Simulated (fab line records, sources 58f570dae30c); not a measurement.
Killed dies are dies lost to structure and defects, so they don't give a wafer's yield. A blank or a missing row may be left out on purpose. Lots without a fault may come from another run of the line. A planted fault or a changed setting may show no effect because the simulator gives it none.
Tool commonality check | flow berkeley_cmos170 | 9 lots, 27 wafers sampled

WHY IT WAS OPENED
At UCB170_PWELL_THK_MEAS_06 the reading PWELL_NITRIDE_THK is flagged on 2 of 9 lots. Wafers without a fault read 220.5 nm, standard deviation 1.8.
Rule: a lot is flagged when every wafer of it that has a number lies more than 4 standard deviations from that mean, or none has a number. The other lots count as sound.

lot  | measured    | on            | PWELL_NITRIDE_THK (nm), wafer by wafer | flag
L856 | day 3 01:37 | film_metro-04 | 224.6 223.5 224.1                      |
L857 | day 3 01:37 | film_metro-02 | 222.8 223.4 222.1                      |
L858 | day 3 11:08 | film_metro-02 | 223.8 222.6 222.7                      |
L867 | day 5 10:01 | film_metro-04 | 161.0 161.4 161.3                      | FLAGGED
L868 | day 5 10:01 | film_metro-02 | 160.5 158.0 159.1                      | FLAGGED
L870 | day 5 17:59 | film_metro-01 | 217.3 220.6 218.7                      |
L869 | day 5 17:59 | film_metro-04 | 220.4 221.2 219.9                      |
L872 | day 6 11:17 | film_metro-01 | 220.0 220.6 217.7                      |
L878 | day 7 19:46 | film_metro-01 | 218.7 221.3 219.0                      |
The numbers of the flagged lots are 160.2 nm on average: -60.3 nm against the usual, or -33 standard deviations.

WHICH TOOL RAN EACH LOT
The record holds 1 process step before the reading, out of a route of 331 steps. In each cell: the tool, then ch and the chambers that the sampled wafers went through, then the start.
lot  | flag    | UCB170_PWELL_CVD_05
L856 |         | lpcvd-01 ch 0, day 2 23:41
L857 |         | lpcvd-01 ch 0, day 2 23:41
L858 |         | lpcvd-01 ch 0, day 3 08:15
L867 | FLAGGED | lpcvd-01 ch 0, day 5 08:05
L868 | FLAGGED | lpcvd-01 ch 0, day 5 08:05
L870 |         | lpcvd-02 ch 1, day 5 16:04
L869 |         | lpcvd-02 ch 1, day 5 16:04
L872 |         | lpcvd-02 ch 1, day 6 09:23
L878 |         | lpcvd-02 ch 1, day 7 16:53
What these steps do:
- UCB170_PWELL_CVD_05: deposits Si3N4 from SiH2Cl2/NH3, target thk 220 nm, time 3300 s.
- UCB170_PWELL_THK_MEAS_06

FLAGGED OVER TOTAL, TOOL BY TOOL (the gauges that took the reading come last)
step                     | tool          | lots run | flagged | share of the flagged lots | sound lots run after its first flagged lot
UCB170_PWELL_CVD_05      | lpcvd-01      | 5        | 2       | all                       | 0
UCB170_PWELL_CVD_05      | lpcvd-02      | 4        | 0       | none                      | -
UCB170_PWELL_THK_MEAS_06 | film_metro-01 | 3        | 0       | none                      | -
UCB170_PWELL_THK_MEAS_06 | film_metro-02 | 3        | 1       | some                      | 0
UCB170_PWELL_THK_MEAS_06 | film_metro-04 | 3        | 1       | some                      | 1 (L869)

WHAT THE TABLE ALLOWS
1 row of the table ran every flagged lot: lpcvd-01 at UCB170_PWELL_CVD_05.
- lpcvd-01 at UCB170_PWELL_CVD_05: 2 of its 5 lots flagged. Its last sound lot is L858 (day 3 08:15), its first flagged lot L867 (day 5 08:05): a fault that began between those two fits.
One tool is left: lpcvd-01 at UCB170_PWELL_CVD_05.

WHAT THE SIMULATOR HAD PUT IN
Process parameter drift: lpcvd-01, from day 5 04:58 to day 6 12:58, at UCB170_PWELL_CVD_05. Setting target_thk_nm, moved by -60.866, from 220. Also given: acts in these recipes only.
Lots struck among those shown: L867, L868. The rule above found the same.
